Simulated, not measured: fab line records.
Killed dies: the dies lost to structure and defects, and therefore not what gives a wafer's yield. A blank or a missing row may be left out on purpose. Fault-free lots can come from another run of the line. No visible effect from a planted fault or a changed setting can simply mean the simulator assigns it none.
A struck lot beside a sound one | flow rit cmos | 43 out of 202 route steps
Sound: the wafers L976.1, L976.3, L976.6. Wafers struck: L988.1, L988.4, L988.6. The cause is named last.
At each step with rows: each side's tool, then ch and its chambers, then its first start. Under that, the readings that differ: sound wafers | struck wafers | difference of the means | sigmas: that difference in standard deviations of wafers without a fault.
alike: readings with means less than 2 such deviations apart, plus words and numbers identical on both sides. not compared: withheld readings, readings lacking a value on some wafer, bounds such as >300 that could conceal the same value, and numbers that have no deviation in the record and whose values overlap.
A row with sigmas, a row that says differs or no value, or rows on one side alone: a step with any of these is where the two part. Non-overlapping numbers with no deviation appear without sigmas and do not part them. Lack of a reading on every wafer of one side parts them only where that side has two or more wafers.

first, 2 steps without rows for these wafers: RIT_PSD_IMPLANT_08; RIT_PSD_STRIP_09 (strips in O2, time 180 s).
RIT_PSD_TW_MEAS_10:
  sound: film metro-01 at day 3 22:33; struck: film metro-04 at day 6 16:15
  alike: PSD_TW
then, 3 steps without rows for these wafers: RIT_SDANNEAL_CLEAN_00 (cleans in SC1, time 600 s); RIT_SDANNEAL_CLEAN_01 (cleans in dHF, time 30 s); RIT_SDANNEAL_CLEAN_02 (cleans in SC2, time 600 s).
RIT_SDANNEAL_RTA_03: time 5 s.
  sound on rtp anneal-02 ch 0, day 3 22:59; struck on rtp anneal-02 ch 0, day 6 16:41
  alike: wafer_temp_C_max
RIT_SDANNEAL_RS_MEAS_04: measurement is done with a four-point probe.
  sound: film metro-04 at day 3 23:03; struck: film metro-04 at day 6 16:44
  alike: PSD_RS
RIT_SDANNEAL_RS_MEAS_05: measurement is done with a four-point probe.
  sound: film metro-04 at day 3 23:10; struck: film metro-04 at day 6 16:52
  alike: NSD_RS
RIT_SDANNEAL_RS_MEAS_06: measurement is done with a four-point probe.
  sound: film metro-04 at day 3 23:17; struck: film metro-04 at day 6 16:59
  reading          | sound             | struck            | difference | sigmas
  PLDD_RS (ohm/sq) | 176.0 176.3 176.3 | 177.2 177.2 177.2 | +1.0       | +2
RIT_SDANNEAL_RS_MEAS_07: measurement is done with a four-point probe.
  sound: film metro-04 at day 3 23:25; struck: film metro-04 at day 6 17:06
  reading          | sound             | struck            | difference | sigmas
  NLDD_RS (ohm/sq) | 152.5 152.0 151.9 | 150.8 151.5 150.4 | -1.2       | -2
then, 1 step without rows for these wafers: RIT_SILICIDE_WET_ETCH_00 (etches SiO2 in BOE, target depth 14 nm, time 15 s).
RIT_SILICIDE_SPUTTER_01: material Ti, target thk 30 nm, time 240 s.
  sound: pvd sputter-01 at day 3 23:33; struck: pvd sputter-01 at day 6 17:14
  alike: substrate temp c, throttle valve pct
RIT_SILICIDE_RS_MEAS_02: measurement is done with a four-point probe.
  sound: film metro-03 at day 3 23:42; struck: film metro-03 at day 6 17:23
  alike: SILICIDE_TI_RS
RIT_SILICIDE_THK_MEAS_03: measures by xrf.
  sound: film metro-03 at day 3 23:49; struck: film metro-03 at day 6 17:30
  alike: SILICIDE_TI_THK
RIT_SILICIDE_RTA_04: time 10 s, ramp up 5 s, ramp down 5 s.
  sound on rtp anneal-01 ch 0, day 3 23:53; struck on rtp anneal-02 ch 0, day 6 17:34
  alike: wafer_temp_C_max
then, 2 steps without rows for these wafers: RIT_SILICIDE_WET_ETCH_05 (etches Ti in SPM, time 120 s); RIT_SILICIDE_RTA_06 (time 10 s, ramp up 5 s, ramp down 10 s).
RIT_CONTACT_CVD_00: deposits SiO2 from TEOS, target thk 400 nm, time 61 s.
  sound on pecvd-01 ch 0,1,2, day 4 00:03; struck on pecvd-03 ch 0,1,2, day 6 17:44
  alike: heater power w
RIT_CONTACT_THK_MEAS_01:
  sound: film metro-02 at day 4 00:06; struck: film metro-03 at day 6 17:47
  alike: CONTACT_TEOS_THK
then, 6 steps without rows for these wafers: RIT_CONTACT_HMDS_02 (prime time 60 s); RIT_CONTACT_COAT_03 (resist thk 1000 nm); RIT_CONTACT_SOFTBAKE_04 (time 60 s); RIT_CONTACT_EXPOSE_05 (exposes mask M11, target cd 1000 nm); RIT_CONTACT_PEB_06; RIT_CONTACT_DEVELOP_07 (develop time 120 s).
RIT_CONTACT_CD_MEAS_08: the cd target is 1000 nm.
  sound: cd sem-02 at day 4 01:08; struck: cd sem-02 at day 6 18:51
  alike: cd nm
RIT_CONTACT_OVL_MEAS_09:
  sound: overlay-02 at day 4 01:15; struck: overlay-01 at day 6 18:58
  alike: CONTACT_OVL
then, 1 step without rows for these wafers: RIT_CONTACT_HARDBAKE_10 (time 60 s).
RIT_CONTACT_ETCH_11: etches SiO2 in CHF3/CF4/Ar, stops on TiSi2, target depth 480 nm, time 320 s.
  sound on rie diel-04 ch 0,1, day 4 01:26; struck on rie diel-01 ch 1,3, day 6 19:14
  alike: chamber pressure mTorr, drypump motor current A, oes product au, throttle valve pct
  not compared: rf hours counter h
then, 1 step without rows for these wafers: RIT_CONTACT_STRIP_12 (strips in O2, time 180 s).
RIT_CONTACT_CD_MEAS_90: the cd target is 1000 nm.
  sound: cd sem-01 at day 4 01:48; struck: cd sem-02 at day 6 19:37
  alike: cd nm
then, 2 steps without rows for these wafers: RIT_CONTACT_CLEAN_13 (cleans in SC1, time 600 s); RIT_CONTACT_CLEAN_14 (cleans in SC2, time 600 s).
RIT_M1_SPUTTER_00: material Al, target thk 400 nm, time 500 s.
  sound: pvd sputter-03 at day 4 02:16; struck: pvd sputter-03 at day 6 20:05
  alike: substrate temp c, throttle valve pct
RIT_M1_RS_MEAS_01: measurement is done with a four-point probe.
  sound: film metro-01 at day 4 02:34; struck: film metro-01 at day 6 20:23
  alike: M1_AL_RS
RIT_M1_THK_MEAS_02: measures by xrf.
  sound: film metro-01 at day 4 02:41; struck: film metro-01 at day 6 20:30
  alike: M1_AL_THK
then, 5 steps without rows for these wafers: RIT_M1_HMDS_03 (prime time 60 s); RIT_M1_COAT_04 (resist thk 1322 nm); RIT_M1_SOFTBAKE_05 (time 60 s); RIT_M1_EXPOSE_06 (exposes mask M12, target cd 2600 nm); RIT_M1_PEB_07.
RIT_M1_PROBE_99:
  sound: prober-02 at day 4 06:25; struck: prober-02 at day 7 01:07
  reading             | sound  | struck   | difference | sigmas
  killed at front end | 9 2 9  | 45 47 48 | +40        | +14
  killed dies         | 10 2 9 | 45 47 48 | +40        | +14
  killed on rim       | 1 1 3  | 9 1 3    | +3         | +2
  alike: killed at contacts, killed open, killed short

== WHERE THEY PART ==
Last at RIT_M1_PROBE_99 as far as this record goes, first at RIT_SDANNEAL_RS_MEAS_06.

WHY: the cause the simulator had injected
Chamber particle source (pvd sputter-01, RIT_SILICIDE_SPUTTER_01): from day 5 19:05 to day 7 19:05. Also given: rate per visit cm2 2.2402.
